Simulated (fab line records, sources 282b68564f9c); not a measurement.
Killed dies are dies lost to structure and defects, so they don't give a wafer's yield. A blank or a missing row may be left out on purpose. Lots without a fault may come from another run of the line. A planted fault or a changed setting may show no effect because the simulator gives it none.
Problem report in the 8D (eight disciplines) form, filled by code | flow rit_cmos | the parts of the form that need people (team, actions taken, sign-off) are left out

1. THE PROBLEM
ACTIVE_OXIDE_THK at RIT_ACTIVE_THK_MEAS_02 reads a mean of 29.3 nm on 6 wafers of 2 lots; wafers without a fault read 46.8 nm with a standard deviation of 0.79. That is -22 standard deviations from the usual mean.
First seen on wafer L741.1, day 4 21:20, on film_metro-03. The record holds 42 wafers of 14 lots with a number at this step. Rule for "out", or "out of limits": more than 4 standard deviations from the usual mean. The other wafers with a number count as sound.

2. WHAT IT IS AND WHAT IT IS NOT
question                    | is                     | is not
which readings at this step | ACTIVE_OXIDE_THK       | -
which lots                  | L741, L743             | L726, L727, L728, L729, L730, L731, L733, L734, L738, L744, L747, L748
which wafers of those lots  | all that have a number | -
read on which gauges        | film_metro-03          | film_metro-01, film_metro-02
when                        | from day 4 21:20       | up to then (27 sound wafers); but 9 sound wafers of L744, L747, L748 came after

3. SUSPECTS, AND WHAT RULES EACH OUT
Counting: a tool at a process step up to the reading stays a suspect if it ran every lot that is out and no sound lot after the first of them.
- the gauge at RIT_ACTIVE_THK_MEAS_02: kept. All the wafers that are out were read on film_metro-03, and no step on other tools shows them out.
- furnace-03 at RIT_ACTIVE_OXIDATION_01 (target thk 46.8 nm, ox time 3360 s): kept. It ran every lot that is out, first L741 (day 4 19:24), and no sound lot after that; its last sound lot up to then is L734 (day 3 07:07).
Left after counting: furnace-03 at RIT_ACTIVE_OXIDATION_01, film_metro-03 at RIT_ACTIVE_THK_MEAS_02.

4. THE CAUSE (what the simulator had put in)
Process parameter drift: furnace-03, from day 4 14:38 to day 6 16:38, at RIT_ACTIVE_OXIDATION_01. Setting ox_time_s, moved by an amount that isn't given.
Counting left 2 suspects, and this tool is among them.

5. THE CHAIN OF EFFECTS, in route order
Each row: a reading whose mean over the struck wafers that have a number lies more than 3 standard deviations from the usual. Only readings for which the record gives a usual standard deviation are gone through. hours: the time from each lot's start at the first step in this table that gives one to its start at this step, as a median over the lots. sigmas: the change in usual standard deviations.
hours | step                   | reading          | usual   | on struck wafers | change | sigmas
0     | RIT_ACTIVE_THK_MEAS_02 | ACTIVE_OXIDE_THK | 46.8 nm | 29.3             | -17.5  | -22

6. WHAT WOULD HAVE CAUGHT IT SOONER
In this record the first reading out of limits at a measuring or inspecting step was taken at day 4 21:20, 7 hours after the fault began at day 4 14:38.
Of the tool readings at RIT_ACTIVE_OXIDATION_01 for which the record gives a usual standard deviation, none was out on any struck wafer, so an alarm limit of 4 standard deviations on them would not have fired.
Of the lots that are out (2), L743 began RIT_ACTIVE_OXIDATION_01 on furnace-03 after day 4 21:20. A hold on the tool at that time would have spared it.
